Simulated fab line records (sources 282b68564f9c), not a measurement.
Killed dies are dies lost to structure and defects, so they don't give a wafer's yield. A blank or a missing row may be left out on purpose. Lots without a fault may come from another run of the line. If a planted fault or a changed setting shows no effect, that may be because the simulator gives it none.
A struck lot beside a sound one    flow rit_cmos    22 out of 202 route steps
Sound: the wafers L724.2, L724.3, L724.4. Wafers L727.3, L727.5, L727.6 were the ones struck. The cause is given at the end.
At each step with rows: each side's tool, then ch and its chambers, then its first start. Under that, the readings that differ: sound wafers    struck wafers    difference of the means    sigmas: that difference in standard deviations of wafers without a fault.
alike: readings with means less than 2 such deviations apart, plus words and numbers identical on both sides. not compared: withheld readings, readings lacking a value on some wafer, bounds such as >300 that could conceal the same value, and numbers that have no deviation in the record and whose values overlap.
The two part at a step that has a row with sigmas, a row that says differs or no value, or rows on one side only. Numbers that have no deviation but don't overlap get no sigmas and don't part them. A reading that every wafer of one side lacks parts them only if that side has two wafers or more.

first, 2 steps without rows for these wafers: RIT_NSD_HARDBAKE_07 (time 60 s); RIT_NSD_IMPLANT_08.
RIT_NSD_STRIP_09: strips in O2, time 180 s.
  sound on plasma_asher-04 ch 0,1, day 4 06:43; struck on plasma_asher-01 ch 0,1, day 5 03:20
  alike: drypump_motor_current_A, rf_refl_power_W
  not compared: rf_hours_counter_h
RIT_NSD_TW_MEAS_10:
  sound on film_metro-01, day 4 06:54; struck on film_metro-04, day 5 03:29
  alike: NSD_TW
then, 6 steps without rows for these wafers: RIT_PSD_HMDS_00 (prime time 60 s); RIT_PSD_COAT_01 (resist thk 1000 nm); RIT_PSD_SOFTBAKE_02 (time 60 s); RIT_PSD_EXPOSE_03 (exposes mask M10, target cd 40900 nm); RIT_PSD_PEB_04; RIT_PSD_DEVELOP_05 (develop time 50 s).
RIT_PSD_OVL_MEAS_06:
  sound on overlay-01, day 4 07:49; struck on overlay-01, day 5 04:30
  alike: PSD_OVL
then, 1 step without rows for these wafers: RIT_PSD_HARDBAKE_07 (time 60 s).
RIT_PSD_IMPLANT_08:
  sound on implanter-01 ch 0, day 4 08:01; struck on implanter-04 ch 0, day 5 04:44
reading                    sound                 struck                difference  sigmas
beam_energy_keV            27.020 27.015 27.015  32.927 32.929 32.940  +5.915      +99 or more
model.implant.rp_nm (nm)   22.82 22.82 22.82     25.57 25.57 25.57     +2.75       
model.implant.drp_nm (nm)  12.05 12.05 12.05     13.85 13.85 13.85     +1.80       
  alike: dose_ions_cm2
RIT_PSD_STRIP_09: strips in O2, time 180 s.
  sound on plasma_asher-03 ch 0,1, day 4 08:08; struck on plasma_asher-01 ch 0,1, day 5 04:53
  alike: drypump_motor_current_A, rf_refl_power_W
  not compared: rf_hours_counter_h
RIT_PSD_TW_MEAS_10:
  sound on film_metro-01, day 4 08:19; struck on film_metro-01, day 5 05:01
reading  sound           struck          difference  sigmas
PSD_TW   3425 3422 3429  3603 3591 3599  +172        +9
then, 3 steps without rows for these wafers: RIT_SDANNEAL_CLEAN_00 (cleans in SC1, time 600 s); RIT_SDANNEAL_CLEAN_01 (cleans in dHF, time 30 s); RIT_SDANNEAL_CLEAN_02 (cleans in SC2, time 600 s).
RIT_SDANNEAL_RTA_03: time 5 s.
  sound on rtp_anneal-02 ch 0, day 4 09:08; struck on rtp_anneal-01 ch 0, day 5 05:30
  alike: anneal_temp_c_max, chamber_o2_ppm, wafer_temp_C_max
RIT_SDANNEAL_RS_MEAS_04: uses a four-point probe to measure.
  sound on film_metro-01, day 4 09:12; struck on film_metro-04, day 5 05:35
reading          sound              struck             difference  sigmas
PSD_RS (ohm/sq)  115.6 115.7 115.3  104.1 104.0 104.1  -11.5       -36
RIT_SDANNEAL_RS_MEAS_05: uses a four-point probe to measure.
  sound on film_metro-01, day 4 09:19; struck on film_metro-04, day 5 05:42
  alike: NSD_RS
RIT_M1_PROBE_99:
  sound on prober-01, day 4 17:02; struck on prober-02, day 5 13:29
reading                               sound              struck             difference  sigmas
model.etest.pmos_turned.r_on_ohm_um   3213 3281 3249     3453 3380 3346     +145        
model.etest.nmos_0p15.r_on_ohm_um     1109 1183 1138     1071 1097 1077     -62         
model.etest.nmos_0p15.drive_ua_um     473 473.6 471.5    485.9 500.2 504.3  +24.1       
model.etest.npoly_line.line_ohm_um    168.7 171.8 173.4  177.3 180.2 183.8  +9.1        
model.etest.ppoly_line.line_ohm_um    160.1 164.5 164.9  169.2 171.7 176.2  +9.2        
model.etest.contact_pplus.end_ohm_um  42.17 42.11 41.9   40.17 39.67 40.03  -2.10       
  alike: killed_at_contacts, killed_at_front_end, killed_dies, killed_open, killed_short
  not compared: model.etest.pmos_0p15.r_on_ohm_um, model.etest.pmos_0p15.drive_ua_um

## WHERE THEY PART
Earliest at RIT_PSD_IMPLANT_08; latest, in this record, at RIT_SDANNEAL_RS_MEAS_04. Later steps at which nothing parts them and some readings are alike: RIT_SDANNEAL_RS_MEAS_05, RIT_M1_PROBE_99.

WHY: the cause the simulator had injected
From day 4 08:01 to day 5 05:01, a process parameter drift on implanter-04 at RIT_PSD_IMPLANT_08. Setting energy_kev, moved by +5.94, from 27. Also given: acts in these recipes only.
